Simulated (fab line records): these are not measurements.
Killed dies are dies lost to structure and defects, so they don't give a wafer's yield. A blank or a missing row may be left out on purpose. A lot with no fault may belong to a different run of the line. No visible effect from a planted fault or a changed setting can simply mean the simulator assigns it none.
A lot that was struck, set against a sound lot	flow rit-cmos	15 steps out of a route of 202
Sound: wafers L567.1, L567.3, L567.6. The struck wafers were L571.1, L571.2, L571.4. The cause is given at the end.
For every step that has rows: the tool of each side, followed by ch and its chambers, followed by its first start. Under that, the readings that differ: sound wafers	struck wafers	difference of the means	sigmas: that difference in standard deviations of wafers without a fault.
alike: readings whose means differ by less than 2 such deviations, and words and numbers that are the same on both sides. not compared: withheld readings, readings that some wafer has no value for, bounds like >300 that may hide the same value, and numbers for which the record gives no deviation and whose values overlap.
A row with sigmas, a row that says differs or no value, or rows on one side alone: a step with any of these is where the two part. Numbers that don't overlap but have no deviation are shown without sigmas and don't part them. A reading missing from all wafers of one side parts the sides only when that side holds two or more wafers.

first, 1 step without rows for these wafers: RIT_GATE_CVD_08 (deposits poly-Si from SiH4, target thk 250 nm, time 2220 s).
RIT_GATE_THK_MEAS_09:
  sound on film-metro-03 at day 3 22:16; struck on film-metro-03 at day 4 18:43
  alike: GATE_POLY_THK
then, 6 steps without rows for these wafers: RIT_GATE_HMDS_10 (prime time 60 s); RIT_GATE_COAT_11 (resist thk 850 nm); RIT_GATE_SOFTBAKE_12 (time 60 s); RIT_GATE_EXPOSE_13 (exposes mask M6, target cd 150 nm); RIT_GATE_PEB_14; RIT_GATE_DEVELOP_15 (develop time 50 s).
RIT_GATE_CD_MEAS_16 targets a cd of 150 nm.
  sound on cd-sem-01 at day 3 23:10; struck on cd-sem-01 at day 4 19:55
  alike: cd-nm
RIT_GATE_OVL_MEAS_17:
  sound on overlay-01 at day 3 23:17; struck on overlay-02 at day 4 20:02
  alike: GATE_OVL
then, 1 step without rows for these wafers: RIT_GATE_HARDBAKE_18 (time 60 s).
RIT_GATE_ETCH_19: etches poly-Si in SF6/CHF3/O2, stops on SiO2, time 165 s, target depth 312.5 nm.
  sound on rie-si-02 ch 2,3, day 3 23:28; struck on rie-si-02 ch 0,1,3, day 4 20:13
  alike: drypump-motor-current-A, oes-product-au, throttle-valve-pct
  not compared: rf-hours-counter-h
RIT_GATE_STRIP_20: strips in O2, time 180 s.
  sound on plasma-asher-01 ch 0, day 3 23:35; struck on plasma-asher-04 ch 0,1, day 4 20:20
  no value came back on the struck wafers for chamber-pressure-mTorr (mTorr), drypump-motor-current-A (A); on the sound wafers chamber-pressure-mTorr (mTorr) reads 4001 4009 3997
reading	sound	struck	difference	sigmas
model.NOVOLAK_of_GATE_COAT_11.thk-nm (nm)	0 0 0	670.4 675.9 661.9	+669.4	
  not compared: rf-hours-counter-h
RIT_GATE_CD_MEAS_90 targets a cd of 150 nm.
  sound on cd-sem-01 at day 3 23:46; struck on cd-sem-01 at day 4 20:31
  alike: cd-nm
RIT_M1_PROBE_99:
  sound on prober-01 at day 4 21:32; struck on prober-01 at day 5 16:10
reading	sound	struck	difference	sigmas
killed_at_M0_to_M3	1 0 0	0 0 0	+0	-2
killed-at-front-end	7 10 6	264 264 264	+256	+99 or more
killed-dies	8 10 6	264 264 264	+256	+99 or more
killed-on-rim	2 5 3	70 70 70	+67	+48
  alike: killed-at-contacts, killed-open, killed-short

WHERE THEY PART
First at RIT_GATE_STRIP_20; last, within this record, at RIT_M1_PROBE_99.

WHY: what the simulator had put in
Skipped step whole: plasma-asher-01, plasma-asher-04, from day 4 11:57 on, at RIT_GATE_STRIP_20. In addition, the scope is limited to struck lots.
